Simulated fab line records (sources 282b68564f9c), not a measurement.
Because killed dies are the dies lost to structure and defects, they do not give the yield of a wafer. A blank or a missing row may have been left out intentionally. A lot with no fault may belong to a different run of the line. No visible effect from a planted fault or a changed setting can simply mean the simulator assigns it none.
Which of the tools did it? || flow rit-cmos || 14 lots with 42 wafers sampled at 3 steps, on a route of 202 steps

## WHAT EACH GAUGE READ, for each wafer
RIT_NSD_TW_MEAS_10. Usual: NSD_TW gives 3139 (standard deviation 20).
{"lot": "L995", "measured": "day 3 01:14", "on": "film-metro-03", "NSD_TW": "3123 3132 3133", "flag": ""}
{"lot": "L996", "measured": "day 3 06:11", "on": "film-metro-03", "NSD_TW": "3143 3139 3124", "flag": ""}
{"lot": "L997", "measured": "day 3 15:43", "on": "film-metro-01", "NSD_TW": "3106 3110 3095", "flag": ""}
{"lot": "L998", "measured": "day 3 21:50", "on": "film-metro-01", "NSD_TW": "3114 3096 3095", "flag": ""}
{"lot": "L999", "measured": "day 4 03:59", "on": "film-metro-02", "NSD_TW": "3115 3137 3144", "flag": ""}
{"lot": "L100", "measured": "day 4 07:04", "on": "film-metro-03", "NSD_TW": "3165 3167 3166", "flag": ""}
{"lot": "L103", "measured": "day 5 00:10", "on": "film-metro-02", "NSD_TW": "3176 3168 3151", "flag": ""}
{"lot": "L105", "measured": "day 5 12:00", "on": "film-metro-02", "NSD_TW": "3158 3170 3155", "flag": ""}
{"lot": "L106", "measured": "day 5 14:47", "on": "film-metro-02", "NSD_TW": "3548 3563 3560", "flag": "OFF"}
{"lot": "L107", "measured": "day 5 16:59", "on": "film-metro-02", "NSD_TW": "3145 3149 3150", "flag": ""}
{"lot": "L108", "measured": "day 5 23:35", "on": "film-metro-01", "NSD_TW": "3139 3119 3137", "flag": ""}
{"lot": "L110", "measured": "day 6 14:27", "on": "film-metro-02", "NSD_TW": "3526 3555 3547", "flag": "OFF"}
{"lot": "L114", "measured": "day 7 16:04", "on": "film-metro-03", "NSD_TW": "3156 3149 3162", "flag": ""}
{"lot": "L118", "measured": "day 8 17:04", "on": "film-metro-03", "NSD_TW": "3129 3152 3121", "flag": ""}

RIT_SDANNEAL_RS_MEAS_05: a four-point-probe measurement. Usual: NSD_RS gives 84.5 ohm/sq (standard deviation 0.31).
{"lot": "L995", "measured": "day 3 03:23", "on": "film-metro-01", "NSD_RS (ohm/sq)": "84.5 84.6 84.8", "flag": ""}
{"lot": "L996", "measured": "day 3 08:12", "on": "film-metro-02", "NSD_RS (ohm/sq)": "84.6 84.6 84.6", "flag": ""}
{"lot": "L997", "measured": "day 3 17:53", "on": "film-metro-01", "NSD_RS (ohm/sq)": "84.3 84.7 84.4", "flag": ""}
{"lot": "L998", "measured": "day 4 00:01", "on": "film-metro-01", "NSD_RS (ohm/sq)": "84.6 84.4 84.3", "flag": ""}
{"lot": "L999", "measured": "day 4 06:10", "on": "film-metro-03", "NSD_RS (ohm/sq)": "84.3 84.6 84.3", "flag": ""}
{"lot": "L100", "measured": "day 4 09:10", "on": "film-metro-03", "NSD_RS (ohm/sq)": "84.5 84.6 84.7", "flag": ""}
{"lot": "L103", "measured": "day 5 02:19", "on": "film-metro-03", "NSD_RS (ohm/sq)": "84.0 84.2 83.9", "flag": ""}
{"lot": "L105", "measured": "day 5 14:03", "on": "film-metro-01", "NSD_RS (ohm/sq)": "84.6 84.7 84.3", "flag": ""}
{"lot": "L106", "measured": "day 5 16:50", "on": "film-metro-01", "NSD_RS (ohm/sq)": "52.4 52.3 52.3", "flag": "OFF"}
{"lot": "L107", "measured": "day 5 19:00", "on": "film-metro-02", "NSD_RS (ohm/sq)": "84.4 84.3 84.4", "flag": ""}
{"lot": "L108", "measured": "day 6 01:37", "on": "film-metro-03", "NSD_RS (ohm/sq)": "84.4 84.3 83.9", "flag": ""}
{"lot": "L110", "measured": "day 6 16:43", "on": "film-metro-02", "NSD_RS (ohm/sq)": "52.2 52.3 52.2", "flag": "OFF"}
{"lot": "L114", "measured": "day 7 18:23", "on": "film-metro-01", "NSD_RS (ohm/sq)": "84.5 84.4 84.4", "flag": ""}
{"lot": "L118", "measured": "day 8 19:17", "on": "film-metro-03", "NSD_RS (ohm/sq)": "85.0 84.6 84.6", "flag": ""}

## EACH LOT AND THE TOOL THAT RAN IT (in order: tool; ch and the chambers of the sampled wafers; start)
{"lot": "L995", "RIT_NSD_IMPLANT_08": "implanter-02 ch 0, day 3 00:55"}
{"lot": "L996", "RIT_NSD_IMPLANT_08": "implanter-02 ch 0, day 3 05:51"}
{"lot": "L997", "RIT_NSD_IMPLANT_08": "implanter-02 ch 0, day 3 15:25"}
{"lot": "L998", "RIT_NSD_IMPLANT_08": "implanter-02 ch 0, day 3 21:33"}
{"lot": "L999", "RIT_NSD_IMPLANT_08": "implanter-03 ch 0, day 4 03:41"}
{"lot": "L100", "RIT_NSD_IMPLANT_08": "implanter-02 ch 0, day 4 06:46"}
{"lot": "L103", "RIT_NSD_IMPLANT_08": "implanter-03 ch 0, day 4 23:50"}
{"lot": "L105", "RIT_NSD_IMPLANT_08": "implanter-01 ch 0, day 5 11:41"}
{"lot": "L106", "RIT_NSD_IMPLANT_08": "implanter-01 ch 0, day 5 14:07"}
{"lot": "L107", "RIT_NSD_IMPLANT_08": "implanter-02 ch 0, day 5 16:39"}
{"lot": "L108", "RIT_NSD_IMPLANT_08": "implanter-01 ch 0, day 5 23:16"}
{"lot": "L110", "RIT_NSD_IMPLANT_08": "implanter-03 ch 0, day 6 13:49"}
{"lot": "L114", "RIT_NSD_IMPLANT_08": "implanter-02 ch 0, day 7 15:45"}
{"lot": "L118", "RIT_NSD_IMPLANT_08": "implanter-03 ch 0, day 8 16:46"}
- RIT_NSD_IMPLANT_08

## AS READ BY THE TOOLS THEMSELVES (means over the sampled wafers that have a number; for cases with no such wafer, the mark the record gives instead)
RIT_NSD_IMPLANT_08. Usual: end-station-pressure-torr 7.5e-06 Torr, standard deviation 3.9e-07; tilt-deg 6.995 degrees, standard deviation 0.017.
{"lot": "L995", "tool": "implanter-02", "end-station-pressure-torr (Torr)": 7.3e-06, "tilt-deg (degrees)": 6.984, "flag": ""}
{"lot": "L996", "tool": "implanter-02", "end-station-pressure-torr (Torr)": 7.9e-06, "tilt-deg (degrees)": 6.985, "flag": ""}
{"lot": "L997", "tool": "implanter-02", "end-station-pressure-torr (Torr)": 7.4e-06, "tilt-deg (degrees)": 7.000, "flag": ""}
{"lot": "L998", "tool": "implanter-02", "end-station-pressure-torr (Torr)": 7.7e-06, "tilt-deg (degrees)": 7.011, "flag": ""}
{"lot": "L999", "tool": "implanter-03", "end-station-pressure-torr (Torr)": 7.4e-06, "tilt-deg (degrees)": 6.998, "flag": ""}
{"lot": "L100", "tool": "implanter-02", "end-station-pressure-torr (Torr)": 7.9e-06, "tilt-deg (degrees)": 7.009, "flag": ""}
{"lot": "L103", "tool": "implanter-03", "end-station-pressure-torr (Torr)": 7.6e-06, "tilt-deg (degrees)": 7.003, "flag": ""}
{"lot": "L105", "tool": "implanter-01", "end-station-pressure-torr (Torr)": 7.4e-06, "tilt-deg (degrees)": 6.997, "flag": ""}
{"lot": "L106", "tool": "implanter-01", "end-station-pressure-torr (Torr)": 7.7e-06, "tilt-deg (degrees)": 6.996, "flag": ""}
{"lot": "L107", "tool": "implanter-02", "end-station-pressure-torr (Torr)": 7.5e-06, "tilt-deg (degrees)": 7.024, "flag": ""}
{"lot": "L108", "tool": "implanter-01", "end-station-pressure-torr (Torr)": 7.5e-06, "tilt-deg (degrees)": 6.996, "flag": ""}
{"lot": "L110", "tool": "implanter-03", "end-station-pressure-torr (Torr)": 7.5e-06, "tilt-deg (degrees)": 6.990, "flag": ""}
{"lot": "L114", "tool": "implanter-02", "end-station-pressure-torr (Torr)": 7.6e-06, "tilt-deg (degrees)": 6.991, "flag": ""}
{"lot": "L118", "tool": "implanter-03", "end-station-pressure-torr (Torr)": 8.0e-06, "tilt-deg (degrees)": 7.007, "flag": ""}

## THE ANSWER, worked out from the rows above alone
Rule: lot off if the mean of its wafers having a number is beyond 3 standard deviations from the usual mean. A lot without any number at a reading at which 4 lots or more have one is off too. Where the step has rows for the other lots, those lots are counted as sound. After the gauges, taken in route order, come the tools' own readings; for these a lot's mean is taken, as printed above. At the first step where some lot is off, the reading lying furthest off is the one used; lots without a number count as furthest.
Off: L106, L110, at RIT_NSD_TW_MEAS_10 (NSD_TW).
A tool fits if, at a process step before that reading, it ran every lot that is off, and no sound lot after the first of them. Gauges at RIT_NSD_TW_MEAS_10: tried the same way as those tools. Not one of the candidates tried fits.

## WHAT WAS PUT IN BY THE SIMULATOR
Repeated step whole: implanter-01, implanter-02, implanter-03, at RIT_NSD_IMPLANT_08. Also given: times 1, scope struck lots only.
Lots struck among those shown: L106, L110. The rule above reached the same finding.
